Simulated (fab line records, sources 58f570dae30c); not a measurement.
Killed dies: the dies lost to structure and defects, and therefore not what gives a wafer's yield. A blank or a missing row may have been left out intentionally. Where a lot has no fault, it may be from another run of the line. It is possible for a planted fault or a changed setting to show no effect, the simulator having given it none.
Struck lot and sound lot, side by side -- flow berkeleyCmos170 -- 13 steps out of a route of 331
Sound: the wafers L869.2, L869.5, L869.6. Wafers L876.2, L876.4, L876.5 were the ones struck. The cause is given at the end.
At each step with rows: each side's tool, then ch and its chambers, then its first start. Under that, the readings that differ: sound wafers -- struck wafers -- difference of the means -- sigmas: that difference in standard deviations of wafers without a fault.
alike: same words and numbers on both sides, and readings whose means sit less than 2 such deviations apart. not compared: any withheld reading, any reading some wafer has no value for, any bound like >300 that may hide the same value, and any number with overlapping values for which the record gives no deviation.
The two part at a step that has a row with sigmas, a row that says differs or no value, or rows on one side only. Numbers that don't overlap but have no deviation are shown without sigmas and don't part them. Lack of a reading on every wafer of one side parts them only where that side has two or more wafers.

first, 3 steps without rows for these wafers: UCB170_PWELL_EXPOSE_10 (exposes mask PWELL, target cd 3000 nm); UCB170_PWELL_PEB_11; UCB170_PWELL_DEVELOP_12 (develop time 45 s).
UCB170_PWELL_OVL_MEAS_13:
  sound: overlay-01 at day 3 23:23; struck: overlay-02 at day 5 17:55
  alike: PWELL_OVL
UCB170_PWELL_ETCH_14: etches Si3N4 in CH3F/Ar/O2, stops on SiO2, target depth 242 nm, time 151 s.
  sound on rieDiel-02 ch 0,3, day 3 23:25; struck on rieDiel-02 ch 0,2,3, day 5 17:56
  alike: drypumpMotorCurrentA, oesProductAu, throttleValvePct
  not compared: rfHoursCounterH
then, 1 step without rows for these wafers: UCB170_PWELL_IMPLANT_15.
UCB170_PWELL_STRIP_16: strips in O2.
  sound on plasmaAsher-03 ch 0,1, day 3 23:40; struck on plasmaAsher-01 ch 0,1, day 5 18:11
reading,sound,struck,difference,sigmas
stripTimeToEndpointS (s),18.03 18.11 18.16,18.25 18.25 18.27,+0.16,+3
  alike: drypumpMotorCurrentA, oesProductAu
  not compared: rfHoursCounterH
UCB170_PWELL_TW_MEAS_17:
  sound: filmMetro-02 at day 3 23:47; struck: filmMetro-04 at day 5 18:18
  alike: PWELL_TW
then, 4 steps without rows for these wafers: UCB170_PWELL_CLEAN_18 (cleans in SPM, time 600 s); UCB170_PWELL_WET_ETCH_19 (etches Si3N4 in H3PO4, time 14400 s); UCB170_PWELL_WET_ETCH_20 (etches SiO2 in BOE, time 22 s); UCB170_WELLDRIVE_CLEAN_00 (cleans in SPM, time 600 s).
UCB170_WELLDRIVE_OXIDATION_01: target thk 199 nm, ox time 9000 s.
  struck on furnace-02, day 6 05:55; sound on furnace-02 ch 0, day 4 10:16
  no value came back on the struck wafers for oxTempC (C), oxTempCMax, oxTimeS (s), tubeCenterTempC (C); on the sound wafers oxTempC (C) reads 1100.6 1099.4 1099.8

== WHERE THEY PART ==
First at UCB170_PWELL_STRIP_16; last, within this record, at UCB170_WELLDRIVE_OXIDATION_01.

WHY: whatever the simulator had introduced
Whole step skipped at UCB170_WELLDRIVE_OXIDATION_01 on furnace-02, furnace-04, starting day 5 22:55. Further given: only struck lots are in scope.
